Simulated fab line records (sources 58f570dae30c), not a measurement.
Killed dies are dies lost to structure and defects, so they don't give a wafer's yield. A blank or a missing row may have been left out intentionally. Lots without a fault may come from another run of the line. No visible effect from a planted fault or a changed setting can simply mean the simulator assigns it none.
Tool commonality check + flow berkeley-cmos170 + Sample size 14 lots and 42 wafers

## REASON IT WAS OPENED
Of 14 lots, 2 have the reading NLDD_TW flagged at UCB170_NLDD_TW_MEAS_11. Fault-free wafers read 2212, with a standard deviation of 16.
Rule: a lot is flagged in two cases, either no wafer of it has a number, or all its wafers with numbers fall more than 4 standard deviations from that mean. The other lots count as sound.

| lot  | measured     | on            | NLDD_TW, wafer by wafer | flag    |
|------|--------------|---------------|-------------------------|---------|
| L891 | day 7 18:20  | film-metro-03 | 2215 2214 2213          |         |
| L889 | day 7 18:49  | film-metro-01 | 2177 2178 2185          |         |
| L893 | day 8 06:49  | film-metro-02 | 2206 2217 2213          |         |
| L894 | day 8 20:28  | film-metro-01 | 2198 2194 2191          |         |
| L899 | day 9 08:20  | film-metro-02 | 2223 2219 2221          |         |
| L897 | day 9 08:38  | film-metro-02 | 2215 2212 2215          |         |
| L898 | day 9 09:05  | film-metro-01 | 2188 2191 2185          |         |
| L901 | day 10 00:18 | film-metro-03 | 2224 2229 2217          |         |
| L900 | day 10 01:06 | film-metro-03 | 2216 2210 2226          |         |
| L906 | day 11 07:14 | film-metro-02 | 2211 2221 2222          |         |
| L905 | day 11 07:20 | film-metro-01 | 2305 2297 2302          | FLAGGED |
| L907 | day 11 17:00 | film-metro-02 | 2223 2233 2232          |         |
| L911 | day 12 19:39 | film-metro-02 | 2330 2321 2321          | FLAGGED |
| L910 | day 12 19:46 | film-metro-01 | 2200 2210 2190          |         |
The numbers of the flagged lots are 2313 on average: +101 against the usual, or +6 standard deviations.

## TOOL THAT RAN EACH LOT
The record keeps 1 process step preceding the reading, out of 331 steps on the route. Every cell lists first the tool, next ch and the chambers used by the sampled wafers, and last the start.
| lot  | flag    | UCB170_NLDD_IMPLANT_09          |
|------|---------|---------------------------------|
| L891 |         | implanter-01 ch 0, day 7 18:05  |
| L889 |         | implanter-01 ch 0, day 7 18:34  |
| L893 |         | implanter-04 ch 0, day 8 06:35  |
| L894 |         | implanter-04 ch 0, day 8 20:13  |
| L899 |         | implanter-02 ch 0, day 9 08:06  |
| L897 |         | implanter-01 ch 0, day 9 08:25  |
| L898 |         | implanter-04 ch 0, day 9 08:50  |
| L901 |         | implanter-01 ch 0, day 10 00:03 |
| L900 |         | implanter-04 ch 0, day 10 00:52 |
| L906 |         | implanter-01 ch 0, day 11 06:59 |
| L905 | FLAGGED | implanter-02 ch 0, day 11 07:05 |
| L907 |         | implanter-01 ch 0, day 11 16:45 |
| L911 | FLAGGED | implanter-02 ch 0, day 12 19:26 |
| L910 |         | implanter-01 ch 0, day 12 19:32 |
What the steps here do:
- UCB170_NLDD_IMPLANT_09
- UCB170_NLDD_TW_MEAS_11

## FLAGGED OVER TOTAL, TOOL BY TOOL (the gauges that took the reading come last)
| step                   | tool          | lots run | flagged | share of the flagged lots | sound lots run after its first flagged lot |
|------------------------|---------------|----------|---------|---------------------------|--------------------------------------------|
| UCB170_NLDD_IMPLANT_09 | implanter-01  | 7        | 0       | none                      | -                                          |
| UCB170_NLDD_IMPLANT_09 | implanter-02  | 3        | 2       | all                       | 0                                          |
| UCB170_NLDD_IMPLANT_09 | implanter-04  | 4        | 0       | none                      | -                                          |
| UCB170_NLDD_TW_MEAS_11 | film-metro-01 | 5        | 1       | some                      | 1 (L910)                                   |
| UCB170_NLDD_TW_MEAS_11 | film-metro-02 | 6        | 1       | some                      | 0                                          |
| UCB170_NLDD_TW_MEAS_11 | film-metro-03 | 3        | 0       | none                      | -                                          |

## WHAT THE TABLE PERMITS
Rows of the table that ran each flagged lot: 1, that is implanter-02 at UCB170_NLDD_IMPLANT_09.
- implanter-02 at UCB170_NLDD_IMPLANT_09 ran 3 lots, 2 of them flagged. Its last sound lot is L899 (day 9 08:06), its first flagged lot L905 (day 11 07:05): a fault that began between those two fits. Its own readings lie more than 4 standard deviations out on every wafer of the flagged lots: beam-energy-keV.
Just one tool remains: implanter-02 at UCB170_NLDD_IMPLANT_09.

## WHAT WAS PUT IN BY THE SIMULATOR
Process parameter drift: implanter-02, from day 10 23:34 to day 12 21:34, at UCB170_NLDD_IMPLANT_09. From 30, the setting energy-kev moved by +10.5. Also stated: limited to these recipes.
Struck lots among those shown: L905, L911. The same result came from the rule above.
